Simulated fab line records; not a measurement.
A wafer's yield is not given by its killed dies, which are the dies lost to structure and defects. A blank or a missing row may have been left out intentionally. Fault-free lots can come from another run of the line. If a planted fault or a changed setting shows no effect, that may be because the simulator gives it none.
Comparing a struck lot with a sound one ; flow ritCmos ; 14 steps out of a route of 202
Sound: wafers L819.1, L819.3, L819.6. Wafers struck: L817.3, L817.5, L817.6. The cause is given at the end.
Per side, at each step with rows, come the tool, then ch with its chambers, and then its first start. Under that, the readings that differ: sound wafers ; struck wafers ; difference of the means ; sigmas: that difference in standard deviations of wafers without a fault.
alike: readings whose means differ by less than 2 such deviations, and words and numbers that are the same on both sides. not compared: withheld readings, readings that some wafer has no value for, bounds like >300 that may hide the same value, and numbers for which the record gives no deviation and whose values overlap.
The two part at a step that has a row with sigmas, a row that says differs or no value, or rows on one side only. Numbers that don't overlap but have no deviation are shown without sigmas and don't part them. A reading that every wafer of one side lacks parts them only if that side has two wafers or more.

RIT_ACTIVE_THK_MEAS_02:
  sound: filmMetro-04 at day 5 21:10; struck: filmMetro-02 at day 5 11:04
  alike: ACTIVE_OXIDE_THK
then, 1 step without rows for these wafers: RIT_ACTIVE_CVD_03 (deposits Si3N4 from SiH2Cl2/NH3, target thk 150 nm, time 1500 s).
RIT_ACTIVE_THK_MEAS_04:
  sound: filmMetro-02 at day 5 22:39; struck: filmMetro-04 at day 5 12:33
  alike: ACTIVE_NITRIDE_THK
then, 6 steps without rows for these wafers: RIT_ACTIVE_HMDS_05 (prime time 60 s); RIT_ACTIVE_COAT_06 (resist thk 1000 nm); RIT_ACTIVE_SOFTBAKE_07 (time 60 s); RIT_ACTIVE_EXPOSE_08 (exposes mask M1, target cd 1400 nm); RIT_ACTIVE_PEB_09; RIT_ACTIVE_DEVELOP_10 (develop time 50 s).
RIT_ACTIVE_CD_MEAS_11 targets a cd of 1400 nm.
  sound: cdSem-02 at day 5 23:34; struck: cdSem-02 at day 5 13:29
reading;sound;struck;difference;sigmas
cdNm (nm);1394.5 1394.7 1396.5;1401.8 1403.1 1401.5;+6.9;+3
then, 1 step without rows for these wafers: RIT_ACTIVE_HARDBAKE_12 (time 60 s).
RIT_ACTIVE_ETCH_13: etches Si3N4 in SF6, stops on SiO2, time 210 s, target depth 210 nm.
  sound on rieDiel-04 ch 0,2, day 5 23:50; struck on rieDiel-02 ch 2,3, day 5 13:43
reading;sound;struck;difference;sigmas
throttleValvePct (%);7.70 7.71 7.70;7.30 7.30 7.48;-0.34;-2
  alike: chamberPressureMTorr, drypumpMotorCurrentA, oesProductAu, rfFwdPowerW
  not compared: rfHoursCounterH
RIT_ACTIVE_STRIP_14: strips in O2, time 180 s.
  sound on plasmaAsher-03 ch 0, day 5 23:58; struck on plasmaAsher-03 ch 0,1, day 5 13:54
  no value came back on the struck wafers for chamberPressureMTorr (mTorr), drypumpMotorCurrentA (A); on the sound wafers chamberPressureMTorr (mTorr) reads 3993 3997 4001
reading;sound;struck;difference;sigmas
model.NOVOLAK_of_ACTIVE_COAT_06.thkNm (nm);0 0 0;642.4 641.2 644.9;+642.8;
  not compared: rfHoursCounterH
RIT_ACTIVE_CD_MEAS_90 targets a cd of 1400 nm.
  sound: cdSem-02 at day 6 00:08; struck: cdSem-01 at day 5 14:04
reading;sound;struck;difference;sigmas
cdNm (nm);1394.4 1394.7 1396.6;1402.3 1402.9 1401.3;+6.9;+3

== WHERE THEY PART ==
First at RIT_ACTIVE_CD_MEAS_11; last, within this record, at RIT_ACTIVE_CD_MEAS_90.

WHY: what the simulator had put in
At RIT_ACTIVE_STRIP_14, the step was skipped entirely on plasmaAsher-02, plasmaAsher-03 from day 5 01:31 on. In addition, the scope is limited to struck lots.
